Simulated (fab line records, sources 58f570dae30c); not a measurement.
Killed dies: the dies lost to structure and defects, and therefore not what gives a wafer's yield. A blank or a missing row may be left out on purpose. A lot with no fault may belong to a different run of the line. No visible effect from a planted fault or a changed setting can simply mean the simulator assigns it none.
Which of the tools did it?	flow berkeley cmos170	Sampling: 14 lots, 42 wafers, 5 of 331 route steps

== WHAT THE GAUGES SHOWED, per wafer ==
UCB170_V2_THK_MEAS_04.
lot	measured	on	V2_POLISHED_THK (nm)
L537	day 9 03:49	film metro-04	997.6 999.3 999.4
L536	day 9 08:52	film metro-04	1001.8 998.1 1000.2
L538	day 9 23:32	film metro-03	1001.5 1001.1 1000.8
L539	day 10 01:35	film metro-02	999.6 1000.4 1001.0
L543	day 10 14:29	film metro-03	999.6 1001.2 999.5
L544	day 10 18:31	film metro-03	1001.0 1000.6 999.6
L546	day 10 18:50	film metro-02	999.9 1000.9 1001.4
L547	day 10 19:13	film metro-02	1000.9 1001.5 999.6
L549	day 11 03:52	film metro-04	998.8 1000.6 1000.3
L551	day 11 16:47	film metro-02	1001.6 1000.8 1002.0
L552	day 11 20:08	film metro-03	1001.5 1000.7 1001.7
L553	day 11 22:35	film metro-04	1000.3 999.8 1001.2
L557	day 12 20:56	film metro-03	1001.1 998.5 1000.3
L558	day 13 05:31	film metro-04	999.5 1000.2 1000.6

UCB170_M3_OVL_MEAS_16.
lot	measured	on	M3_OVL (nm)
L537	day 9 15:53	overlay-02	-7 5 4
L536	day 9 17:02	overlay-01	18 9 11
L538	day 10 05:30	overlay-02	9 8 11
L539	day 10 08:20	overlay-01	12 7 12
L543	day 10 18:53	overlay-01	-1 0 -6
L544	day 10 23:52	overlay-02	-3 -7 -7
L546	day 11 00:19	overlay-01	11 15 16
L547	day 11 01:09	overlay-02	11 7 7
L549	day 11 07:47	overlay-01	1 0 -3
L551	day 11 21:11	overlay-02	17 11 14
L552	day 12 00:23	overlay-01	7 13 6
L553	day 12 02:34	overlay-01	2 13 -1
L557	day 13 00:40	overlay-01	4 -2 4
L558	day 13 10:40	overlay-02	12 11 1

== TOOL THAT RAN EACH LOT (tool first, then ch and the chambers of the sampled wafers, then the start) ==
lot	UCB170_V2_CVD_00	UCB170_V2_ETCH_14	UCB170_V2_STRIP_15
L537	pecvd-02 ch 0,1,2, day 9 03:14	rie diel-01 ch 0,1,3, day 9 08:51	plasma asher-04 ch 0,1, day 9 09:04
L536	pecvd-01 ch 1,2, day 9 08:13	rie diel-04 ch 1,2,3, day 9 12:22	plasma asher-04 ch 0,1, day 9 12:32
L538	pecvd-01 ch 0,1, day 9 22:49	rie diel-04 ch 0,1,3, day 10 01:47	plasma asher-02 ch 0, day 10 01:58
L539	pecvd-02 ch 0,1,2, day 10 00:58	rie diel-04 ch 1,2, day 10 05:17	plasma asher-04 ch 0,1, day 10 05:31
L543	pecvd-02 ch 0,1, day 10 13:48	rie diel-01 ch 0,1,3, day 10 16:19	plasma asher-02 ch 1, day 10 16:30
L544	pecvd-03 ch 0,1, day 10 17:48	rie diel-02 ch 1,3, day 10 19:45	plasma asher-04 ch 0,1, day 10 19:55
L546	pecvd-01 ch 1,2, day 10 17:56	rie diel-01 ch 0,3, day 10 20:03	plasma asher-02 ch 0,1, day 10 20:16
L547	pecvd-02 ch 1,2, day 10 18:34	rie diel-02 ch 2,3, day 10 20:33	plasma asher-03 ch 0,1, day 10 20:46
L549	pecvd-03 ch 0,1,2, day 11 03:08	rie diel-01 ch 0,2,3, day 11 05:22	plasma asher-02 ch 0,1, day 11 05:32
L551	pecvd-03 ch 0,1,2, day 11 16:09	rie diel-01 ch 0,1,3, day 11 18:37	plasma asher-02 ch 0,1, day 11 18:47
L552	pecvd-01 ch 0,1,2, day 11 19:31	rie diel-02 ch 0,1,3, day 11 21:51	plasma asher-03 ch 0,1, day 11 22:02
L553	pecvd-03 ch 0,1, day 11 21:56	rie diel-02 ch 1,2, day 11 23:48	plasma asher-03 ch 0,1, day 12 00:01
L557	pecvd-02 ch 0,2, day 12 20:17	rie diel-01 ch 1,2, day 12 22:10	plasma asher-03 ch 0,1, day 12 22:21
L558	pecvd-01 ch 0,1,2, day 13 04:56	rie diel-02 ch 1,2,3, day 13 07:00	plasma asher-02 ch 0,1, day 13 07:13
- UCB170_V2_CVD_00: deposits SiO2 from TEOS/O2, target thk 2000 nm, time 250 s.
- UCB170_V2_ETCH_14: etches SiO2 in CHF3/CF4/Ar, stops on Al, target depth 1250 nm, time 291 s.
- UCB170_V2_STRIP_15: strips in O2.

== AS READ BY THE TOOLS THEMSELVES (means over the sampled wafers that have a number; for cases with no such wafer, the mark the record gives instead) ==
UCB170_V2_CVD_00.
lot	tool	heater power w (W)	pressure mtorr (mTorr)
L537	pecvd-02	220	8980
L536	pecvd-01	181	8982
L538	pecvd-01	198	9026
L539	pecvd-02	252	9008
L543	pecvd-02	299	9000
L544	pecvd-03	158	8998
L546	pecvd-01	181	8997
L547	pecvd-02	210	9009
L549	pecvd-03	200	8986
L551	pecvd-03	208	8997
L552	pecvd-01	191	8997
L553	pecvd-03	207	9002
L557	pecvd-02	250	9009
L558	pecvd-01	194	9017

UCB170_V2_ETCH_14.
lot	tool	chamber pressure mTorr (mTorr)	drypump motor current A (A)	oes product au (a.u.)	throttle valve pct (%)
L537	rie diel-01	200.10	5.7	0.873	6.85
L536	rie diel-04	199.90	5.5	0.891	6.92
L538	rie diel-04	199.91	5.7	0.926	6.94
L539	rie diel-04	199.97	5.7	0.928	6.87
L543	rie diel-01	200.03	5.7	0.874	6.85
L544	rie diel-02	199.95	5.8	0.892	6.96
L546	rie diel-01	200.18	5.5	0.867	6.89
L547	rie diel-02	200.12	6.1	0.860	6.96
L549	rie diel-01	199.91	5.7	0.851	6.90
L551	rie diel-01	200.03	5.7	0.871	6.86
L552	rie diel-02	200.07	5.6	0.883	7.00
L553	rie diel-02	199.86	5.9	0.884	7.02
L557	rie diel-01	199.89	6.0	0.858	6.86
L558	rie diel-02	200.01	6.0	0.876	6.96

UCB170_V2_STRIP_15.
lot	tool	chamber pressure mTorr (mTorr)	drypump motor current A (A)	oes product au (a.u.)	strip time to endpoint s (s)
L537	plasma asher-04	3502	6.2	0.722	15.35
L536	plasma asher-04	3501	6.3	0.722	15.48
L538	plasma asher-02	3498	5.7	0.729	15.83
L539	plasma asher-04	3497	6.3	0.723	15.75
L543	plasma asher-02	3500	6.2	0.726	15.44
L544	plasma asher-04	3497	6.3	0.719	15.11
L546	plasma asher-02	3500	5.9	0.724	15.48
L547	plasma asher-03	3502	5.7	0.720	15.32
L549	plasma asher-02	3500	6.0	0.720	15.45
L551	plasma asher-02	3500	5.8	0.720	15.42
L552	plasma asher-03	3499	5.7	0.717	15.42
L553	plasma asher-03	3502	6.0	0.723	15.29
L557	plasma asher-03	3498	5.7	0.718	15.29
L558	plasma asher-02	3501	6.0	0.719	15.30

== THE ANSWER, worked out from the rows above alone ==
Rule: what is usual is taken from the lots themselves. Put in order of their means at a reading, lots are off if they are a third of the lots or fewer, leave a main group of 4 or more, and stand apart from it by a gap of 3 or more times the standard deviation of the main group's means; of several such gaps the widest counts. The tables above print the reading to a certain number of digits; a main group whose means all agree to those digits is not used. Also off: a lot with no number at a reading for which 4 or more lots have one. Any other lot the step has rows for is counted as sound. After the gauges, taken in route order, come the tools' own readings; for these a lot's mean is taken, as printed above. The first step at which some lot is off is used, and at that step the reading that is off furthest; a lot without a number counts as furthest.
No lot is off at any reading shown: from this, nothing can be told.

== WHAT THE SIMULATOR HAD PUT IN ==
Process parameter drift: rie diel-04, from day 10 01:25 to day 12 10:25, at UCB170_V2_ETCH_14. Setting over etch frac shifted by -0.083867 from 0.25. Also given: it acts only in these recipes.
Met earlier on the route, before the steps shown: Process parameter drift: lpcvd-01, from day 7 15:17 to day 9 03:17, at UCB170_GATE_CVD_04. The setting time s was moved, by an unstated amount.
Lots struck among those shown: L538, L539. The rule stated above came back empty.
